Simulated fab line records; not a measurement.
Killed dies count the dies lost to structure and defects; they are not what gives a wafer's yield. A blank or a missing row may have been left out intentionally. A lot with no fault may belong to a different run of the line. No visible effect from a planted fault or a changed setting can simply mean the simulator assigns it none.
Lot-split experiment -- flow rit_cmos -- route with 202 steps; 5 lots, 23 wafers read

## ON THE SPLIT
At RIT_GATE_CVD_08 (deposits poly-Si from SiH4, target thk 250 nm, time 2220 s), the setting temp_c was moved away from the recipe's 610 C on 5 of the 23 wafers read, by +1.2%. For the rest of the wafers, this setting stayed at what the recipe calls for.

The file shows no step between the split and the reading.

## THE READING
At RIT_GATE_THK_MEAS_09: GATE_POLY_THK, given in nm. Fault-free wafers of this fab line usually give 250 nm, standard deviation 3.4 nm.

wafer,"tool, chamber at the split","temp_c as run, C",against the recipe,"GATE_POLY_THK, nm",against lot-mates on the recipe
L074.1,"-, -",617.3,+1.2%,303,no lot-mate on the recipe
L074.2,"-, -",617.3,+1.2%,302,no lot-mate on the recipe
L074.4,"-, -",617.3,+1.2%,301,no lot-mate on the recipe
L074.5,"-, -",617.3,+1.2%,302,no lot-mate on the recipe
L074.6,"-, -",617.3,+1.2%,302,no lot-mate on the recipe
L076.2,"-, -",610,recipe,252,-
L076.3,"-, -",610,recipe,251,-
L076.4,"-, -",610,recipe,251,-
L076.5,"-, -",610,recipe,252,-
L076.6,"-, -",610,recipe,251,-
L077.1,"-, -",610,recipe,249,-
L077.2,"-, -",610,recipe,250,-
L077.3,"-, -",610,recipe,250,-
L077.4,"-, -",610,recipe,251,-
L077.6,"-, -",610,recipe,251,-
L082.2,"-, -",610,recipe,245,-
L082.3,"-, -",610,recipe,249,-
L082.4,"-, -",610,recipe,248,-
L082.5,"-, -",610,recipe,245,-
L082.6,"-, -",610,recipe,249,-
L085.3,"lpcvd-01, 1",610,recipe,253,-
L085.4,"lpcvd-01, 1",610,recipe,253,-
L085.5,"lpcvd-01, 1",610,recipe,257,-

THE FIT
A straight line over all 23 wafers: GATE_POLY_THK changes by +43.1 nm for each +1% of temp_c; r = +0.99; the points scatter about the line by 2.5 nm.
Too few moved wafers have a lot-mate on the recipe to fit a line with each lot's own level taken away.

## THE WHOLE CHAIN: every reading that the file lists as answering this split, in the file's order
step,what it does,reading,change (the file's fit),r (the file's)
RIT_GATE_CVD_08,"deposits poly-Si from SiH4, target thk 250 nm, time 2220 s","poly-Si_of_GATE_CVD_08.thk_nm (the simulator's own value, which no gauge read)",+43.3 nm for each +1% of the setting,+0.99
RIT_GATE_THK_MEAS_09,,GATE_POLY_THK,+43.3 for each +1% of the setting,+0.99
RIT_GATE_ETCH_19,"etches poly-Si in SF6/CHF3/O2, stops on SiO2, time 165 s, target depth 312.5 nm","etch.depth_nm (the simulator's own value, which no gauge read)",+42.9 nm for each +1% of the setting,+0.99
RIT_GATE_ETCH_19,"etches poly-Si in SF6/CHF3/O2, stops on SiO2, time 165 s, target depth 312.5 nm","GATE.feature_depth_nm (the simulator's own value, which no gauge read)",+42.9 nm for each +1% of the setting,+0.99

## FILE'S OWN FIT
GATE_POLY_THK changes by +43.3 nm for each +1% of temp_c, r = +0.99.
